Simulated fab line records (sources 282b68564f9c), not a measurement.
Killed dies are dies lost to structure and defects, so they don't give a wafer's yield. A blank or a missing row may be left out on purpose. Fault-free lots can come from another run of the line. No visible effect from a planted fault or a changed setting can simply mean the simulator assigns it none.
Comparing a struck lot with a sound one | flow rit-cmos | 22 out of 202 route steps
Sound: wafers L255.2, L255.5, L255.6. Wafers struck: L251.1, L251.3, L251.5. The cause is given at the end.
For every step that has rows: the tool of each side, followed by ch and its chambers, followed by its first start. Under that, the readings that differ: sound wafers | struck wafers | difference of the means | sigmas: that difference in standard deviations of wafers without a fault.
alike: same words and numbers on both sides, and readings whose means sit less than 2 such deviations apart. not compared: any withheld reading, any reading some wafer has no value for, any bound like >300 that may hide the same value, and any number with overlapping values for which the record gives no deviation.
Wherever a step has rows on one side only, a row that says differs or no value, or a row with sigmas, the two part there. Non-overlapping numbers with no deviation appear without sigmas and do not part them. A reading missing from all wafers of one side parts the sides only when that side holds two or more wafers.

first, 2 steps without rows for these wafers: RIT_NSD_HARDBAKE_07 (time 60 s); RIT_NSD_IMPLANT_08.
RIT_NSD_STRIP_09: strips in O2, time 180 s.
  sound on plasma-asher-02 ch 0,1, day 6 15:19; struck on plasma-asher-04 ch 1, day 5 13:33
  alike: drypump-motor-current-A
  not compared: rf-hours-counter-h
RIT_NSD_TW_MEAS_10:
  sound on film-metro-01, day 6 15:29; struck on film-metro-02, day 5 13:43
  reading | sound          | struck         | difference | sigmas
  NSD_TW  | 3173 3186 3163 | 3141 3132 3122 | -42        | -2
then, 6 steps without rows for these wafers: RIT_PSD_HMDS_00 (prime time 60 s); RIT_PSD_COAT_01 (resist thk 1000 nm); RIT_PSD_SOFTBAKE_02 (time 60 s); RIT_PSD_EXPOSE_03 (exposes mask M10, target cd 40900 nm); RIT_PSD_PEB_04; RIT_PSD_DEVELOP_05 (develop time 50 s).
RIT_PSD_OVL_MEAS_06:
  sound on overlay-02, day 6 16:31; struck on overlay-01, day 5 14:46
  alike: PSD_OVL
then, 1 step without rows for these wafers: RIT_PSD_HARDBAKE_07 (time 60 s).
RIT_PSD_IMPLANT_08:
  sound on implanter-04 ch 0, day 6 16:44; struck on implanter-04 ch 0, day 5 15:25
RIT_PSD_STRIP_09: strips in O2, time 180 s.
  sound on plasma-asher-01 ch 0,1, day 6 16:51; struck on plasma-asher-04 ch 0, day 5 15:34
  alike: drypump-motor-current-A
  not compared: rf-hours-counter-h
RIT_PSD_TW_MEAS_10:
  sound on film-metro-01, day 6 17:02; struck on film-metro-01, day 5 15:44
  reading | sound          | struck         | difference | sigmas
  PSD_TW  | 3496 3476 3508 | 3653 3649 3653 | +158       | +6
then, 3 steps without rows for these wafers: RIT_SDANNEAL_CLEAN_00 (cleans in SC1, time 600 s); RIT_SDANNEAL_CLEAN_01 (cleans in dHF, time 30 s); RIT_SDANNEAL_CLEAN_02 (cleans in SC2, time 600 s).
RIT_SDANNEAL_RTA_03: time 5 s.
  sound on rtp-anneal-02 ch 0, day 6 17:28; struck on rtp-anneal-02 ch 0, day 5 16:38
  alike: wafer_temp_C_max
RIT_SDANNEAL_RS_MEAS_04: uses a four-point probe to measure.
  sound on film-metro-01, day 6 17:32; struck on film-metro-01, day 5 16:41
  reading         | sound                | struck               | difference | sigmas
  PSD_RS (ohm/sq) | 115.78 115.69 115.57 | 107.80 107.88 107.85 | -7.84      | -27
RIT_SDANNEAL_RS_MEAS_05: uses a four-point probe to measure.
  sound on film-metro-01, day 6 17:40; struck on film-metro-01, day 5 16:49
  alike: NSD_RS
RIT_M1_PROBE_99:
  sound on prober-01, day 7 05:01; struck on prober-01, day 6 01:07
  alike: killed-at-front-end, killed-dies, killed-on-rim, killed-open, killed-short

## WHERE THEY PART
Last at RIT_SDANNEAL_RS_MEAS_04 as far as this record goes, first at RIT_NSD_TW_MEAS_10. Later steps at which nothing parts them and some readings are alike: RIT_SDANNEAL_RS_MEAS_05, RIT_M1_PROBE_99.

WHY: the cause the simulator had injected
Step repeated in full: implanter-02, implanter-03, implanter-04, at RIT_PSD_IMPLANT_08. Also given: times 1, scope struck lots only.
